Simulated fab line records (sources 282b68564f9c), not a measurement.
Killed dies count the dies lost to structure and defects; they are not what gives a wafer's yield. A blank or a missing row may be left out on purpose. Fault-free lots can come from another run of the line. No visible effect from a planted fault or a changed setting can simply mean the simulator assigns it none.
Problem report, 8D (eight disciplines) form, completed by code | flow rit cmos | the parts of the form that need people (team, actions taken, sign-off) are left out

== 1. WHAT WENT WRONG ==
CONTACT_TEOS_THK at RIT_CONTACT_THK_MEAS_01 reads a mean of 530 nm on 1 wafer of 1 lot; wafers without a fault read 397 nm with a standard deviation of 4.9. Measured from the usual mean, that is +27 standard deviations.
The first sign was on wafer L611.4 at day 5 12:25, on film metro-03. The record has a number at this step for 39 wafers belonging to 13 lots. Rule for "out" (also "out of limits"): further than 4 standard deviations from the usual mean. The rest of the wafers with a number are treated as sound.

== 2. WHAT IT IS, WHAT IT ISN'T ==
question                    | is               | is not
which readings at this step | CONTACT_TEOS_THK | -
which lots                  | L611             | L600, L601, L602, L603, L604, L605, L606, L610, L618, L619, L621, L622
which wafers of those lots  | L611.4           | L611.1, L611.6
read on which gauges        | film metro-03    | film metro-02, film metro-04
when                        | from day 5 12:25 | up to then (26 sound wafers); but 12 sound wafers of L618, L619, L621, L622 came after

== 3. SUSPECTS, AND WHAT RULES EACH OUT ==
Counting: any tool at a process step up to the reading remains a suspect provided it ran every lot that is out. Sound lots after the first of them don't rule it out here, since some wafers of a struck lot are sound.
- the gauge at RIT_CONTACT_THK_MEAS_01: kept. All the wafers that are out were read on film metro-03, and no step on other tools shows them out.
- plasma asher-02 at RIT_PRETRO_STRIP_09 (strips in O2, time 180 s): kept. The lot that is out, L611, ran on it at day 4 16:43; the last sound lot it ran before that was L606, at day 3 15:10.
- rtp anneal-02 at RIT_SILICIDE_RTA_04 (time 10 s, ramp up 5 s, ramp down 5 s): kept. The lot that is out, L611, ran on it at day 5 12:12; the last sound lot it ran before that was L605, at day 4 05:33.
- pecvd-04 at RIT_CONTACT_CVD_00 (deposits SiO2 from TEOS, target thk 400 nm, time 61 s): kept. The lot that is out, L611, ran on it at day 5 12:22; the last sound lot it ran before that was L605, at day 4 05:43.
- Within pecvd-04 at RIT_CONTACT_CVD_00: the wafers that are out ran in chamber 1; their sound lot-mates ran in chamber 0.
Left after counting: plasma asher-02 at RIT_PRETRO_STRIP_09, rtp anneal-02 at RIT_SILICIDE_RTA_04, pecvd-04 at RIT_CONTACT_CVD_00, film metro-03 at RIT_CONTACT_THK_MEAS_01.

== 4. THE CAUSE (what the simulator had put in) ==
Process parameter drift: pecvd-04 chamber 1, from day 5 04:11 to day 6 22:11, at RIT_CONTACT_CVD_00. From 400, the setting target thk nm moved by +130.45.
After counting, 4 suspects remain, this tool included.

== 5. THE CHAIN OF EFFECTS, in route order ==
Each row: a reading whose mean over the struck wafers that have a number lies more than 3 standard deviations from the usual. Only readings whose record carries a usual standard deviation are examined. hours: median over the lots of the time between each lot's start at the first step of this table that gives one and its start at this step. sigmas: the change, counted in usual standard deviations.
hours | step                    | reading          | usual  | on struck wafers | change | sigmas
0     | RIT_CONTACT_THK_MEAS_01 | CONTACT_TEOS_THK | 397 nm | 530              | +133   | +27

== 6. WHAT WOULD HAVE CAUGHT IT SOONER ==
In this record the first reading out of limits at a measuring or inspecting step was taken at day 5 12:25, 8 hours after the fault began at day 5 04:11.
No tool reading at RIT_CONTACT_CVD_00 that has a usual standard deviation in the record was out on any struck wafer, so an alarm limit of 4 standard deviations on those readings would not have fired.
By day 5 12:25, every lot that is out (1) had started RIT_CONTACT_CVD_00 on pecvd-04. Had the tool been put on hold then, not one of them would have been saved.
